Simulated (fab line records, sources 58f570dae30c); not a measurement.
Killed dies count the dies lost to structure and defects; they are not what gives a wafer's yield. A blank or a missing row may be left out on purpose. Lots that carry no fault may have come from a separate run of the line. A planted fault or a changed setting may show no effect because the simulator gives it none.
Problem report, 8D (eight disciplines) form, completed by code | flow berkeley-cmos170 | the parts of the form that need people (team, actions taken, sign-off) are left out

## 1. WHAT WENT WRONG
M3_AL_RS at UCB170_M3_RS_MEAS_02 reads a mean of 0.0592 ohm/sq on 1 wafer of 1 lot; wafers without a fault read 0.0322 ohm/sq with a standard deviation of 0.00036. That puts it +75 standard deviations away from the usual mean.
The step: measures by four-point-probe.
First seen on wafer L767.3, day 13 08:16, on film-metro-03. At this step, 39 wafers from 13 lots have a number in the record. The rule behind "out" and "out of limits": a value lying over 4 standard deviations away from the usual mean. The other wafers with a number count as sound.

## 2. WHAT IT IS, WHAT IT ISN'T
question                    | is                | is not
which readings at this step | M3_AL_RS          | -
which lots                  | L767              | L745, L746, L747, L748, L749, L750, L752, L753, L754, L757, L758, L768
which wafers of those lots  | L767.3            | L767.2, L767.6
read on which gauges        | film-metro-03     | film-metro-01, film-metro-04
when                        | from day 13 08:16 | up to then (35 sound wafers); but 3 sound wafers of L768 came after

## 3. THE SUSPECTS, EACH WITH WHAT RULES IT OUT
Counting: if a tool at a process step up to the reading ran every lot that is out, it stays a suspect. Sound lots after the first of them don't rule it out here, since some wafers of a struck lot are sound.
- ruled out: the gauge at UCB170_M3_RS_MEAS_02. All the wafers that are out were read on film-metro-03, but those of them that UCB170_M3_METAL_ETCH_18 has rows for are out there too, on other tools.
- cmp-02 at UCB170_V1_CMP_02 (polishes SiO2): kept. The lot that is out, L767, ran on it at day 12 23:38; the last sound lot it ran before that was L758, at day 11 01:26.
- pecvd-04 at UCB170_V2_CVD_00 (deposits SiO2 from TEOS/O2, target thk 2000 nm, time 258.5 s): kept. The lot that is out, L767, ran on it at day 13 05:02; the last sound lot it ran before that was L752, at day 10 04:34.
- pvd-sputter-01 at UCB170_M3_SPUTTER_01 (material Al, target thk 900 nm, time 120 s): kept. The lot that is out, L767, ran on it at day 13 08:10; the last sound lot it ran before that was L758, at day 11 09:12.
- cmp-02, UCB170_V1_CMP_02: wafers that are out in chamber 1, sound lot-mates in chambers 2, 3.
The count leaves cmp-02 at UCB170_V1_CMP_02, pecvd-04 at UCB170_V2_CVD_00, and pvd-sputter-01 at UCB170_M3_SPUTTER_01.

## 4. THE CAUSE (what the simulator had put in)
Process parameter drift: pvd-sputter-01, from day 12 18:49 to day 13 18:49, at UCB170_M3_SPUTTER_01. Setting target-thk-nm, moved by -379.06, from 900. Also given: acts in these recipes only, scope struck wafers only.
Counting leaves 3 suspects; this tool is one of them.

## 5. THE EFFECT CHAIN, in route order
Each row: a reading where the mean over the struck wafers with a number is more than 3 standard deviations away from the usual. Scope: only readings with a usual standard deviation given in the record; hours: median across lots of the time from each lot's start at the first step in this table that gives one to its start at this step; sigmas: change in usual standard deviations.
hours | step                    | reading        | usual         | on struck wafers | change  | sigmas
0     | UCB170_M3_RS_MEAS_02    | M3_AL_RS       | 0.0322 ohm/sq | 0.0592           | +0.0270 | +75
0     | UCB170_M3_THK_MEAS_03   | M3_AL_THK      | 912 nm        | 503              | -409    | -37
4     | UCB170_M3_METAL_ETCH_18 | oes-product-au | 0.862 a.u.    | 0.646            | -0.216  | -13
Here are the process steps it includes:
- UCB170_M3_METAL_ETCH_18: etches Al in Cl2/BCl3, stops on SiO2, target depth 1170 nm, time 195 s.

## 6. HOW IT WOULD HAVE BEEN CAUGHT EARLIER
13 hours passed between the start of the fault at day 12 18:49 and the first reading out of limits at a measuring or inspecting step in this record, taken at day 13 08:16.
Tool readings at UCB170_M3_SPUTTER_01 with a usual standard deviation given in the record: none out on any struck wafer, hence no alarm at a limit of 4 standard deviations on them.
By day 13 08:16 the whole set of lots that are out, 1 in number, had already begun UCB170_M3_SPUTTER_01 on pvd-sputter-01. A hold on the tool at that time would have spared none of them.
